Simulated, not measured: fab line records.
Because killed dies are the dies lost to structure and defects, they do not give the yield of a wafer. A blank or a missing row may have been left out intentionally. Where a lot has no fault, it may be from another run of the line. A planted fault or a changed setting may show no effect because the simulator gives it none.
A struck lot beside a sound one ; flow berkeleyCmos170 ; 14 steps out of a route of 331
Sound: the wafers L687.1, L687.3, L687.5. Wafers L692.1, L692.3, L692.5 were the ones struck. Last of all comes the cause.
For every step that has rows: the tool of each side, followed by ch and its chambers, followed by its first start. Under that, the readings that differ: sound wafers ; struck wafers ; difference of the means ; sigmas: that difference in standard deviations of wafers without a fault.
alike: readings with means less than 2 such deviations apart, plus words and numbers identical on both sides. not compared: withheld readings, readings lacking a value on some wafer, bounds such as >300 that could conceal the same value, and numbers that have no deviation in the record and whose values overlap.
A row with sigmas, a row that says differs or no value, or rows on one side alone: a step with any of these is where the two part. Numbers that don't overlap but have no deviation are shown without sigmas and don't part them. A reading missing from all wafers of one side parts the sides only when that side holds two or more wafers.

UCB170_M3_RS_MEAS_02: a four-point-probe measurement.
  sound on filmMetro-04, day 11 05:18; struck on filmMetro-04, day 11 10:14
  alike: M3_AL_RS
UCB170_M3_THK_MEAS_03: measures by xrf.
  sound on filmMetro-04, day 11 05:25; struck on filmMetro-04, day 11 10:22
  alike: M3_AL_THK
then, 3 steps without rows for these wafers: UCB170_M3_HMDS_04 (prime time 60 s); UCB170_M3_COAT_05 (resist thk 900 nm); UCB170_M3_SOFTBAKE_06 (time 60 s).
UCB170_M3_STRIP_07: strips in O2.
  sound on plasmaAsher-02 ch 0,1, day 11 06:08; struck on plasmaAsher-01 ch 0,1, day 11 10:52
  alike: drypumpMotorCurrentA, oesProductAu, stripTimeToEndpointS
  not compared: rfHoursCounterH
then, 6 steps without rows for these wafers: UCB170_M3_STRIP_08 (strips KrF in DMSO, time 600 s); UCB170_M3_COAT_09; UCB170_M3_COAT_10 (resist thk 900 nm); UCB170_M3_SOFTBAKE_11 (time 60 s); UCB170_M3_EXPOSE_12 (exposes mask METAL3, target cd 700 nm); UCB170_M3_PEB_13.
UCB170_M3_DEVELOP_14: develop time 45 s.
  sound on lithoTrack-01 ch 0, day 11 07:00; struck on lithoTrack-03, day 11 11:00
  no value came back on the struck wafers for chillPlateTempC (C), developTimeS (s), resistLineTempC (C); on the sound wafers chillPlateTempC (C) reads 22.94 23.01 22.94
reading;sound;struck;difference;sigmas
model.KrF_of_M3_COAT_10.thkNm (nm);887.3 887 886.6;900.3 899 901.7;+13.4;
UCB170_M3_CD_MEAS_15 targets a cd of 700 nm.
  sound on cdSem-01, day 11 07:25; struck on cdSem-02, day 11 12:01
reading;sound;struck;difference;sigmas
cdNm (nm);699.7 698.9 698.4;- - -;no value on the struck wafers;

== WHERE THEY PART ==
At UCB170_M3_DEVELOP_14 first; at UCB170_M3_CD_MEAS_15 last (within this record only).

WHY: the cause the simulator had injected
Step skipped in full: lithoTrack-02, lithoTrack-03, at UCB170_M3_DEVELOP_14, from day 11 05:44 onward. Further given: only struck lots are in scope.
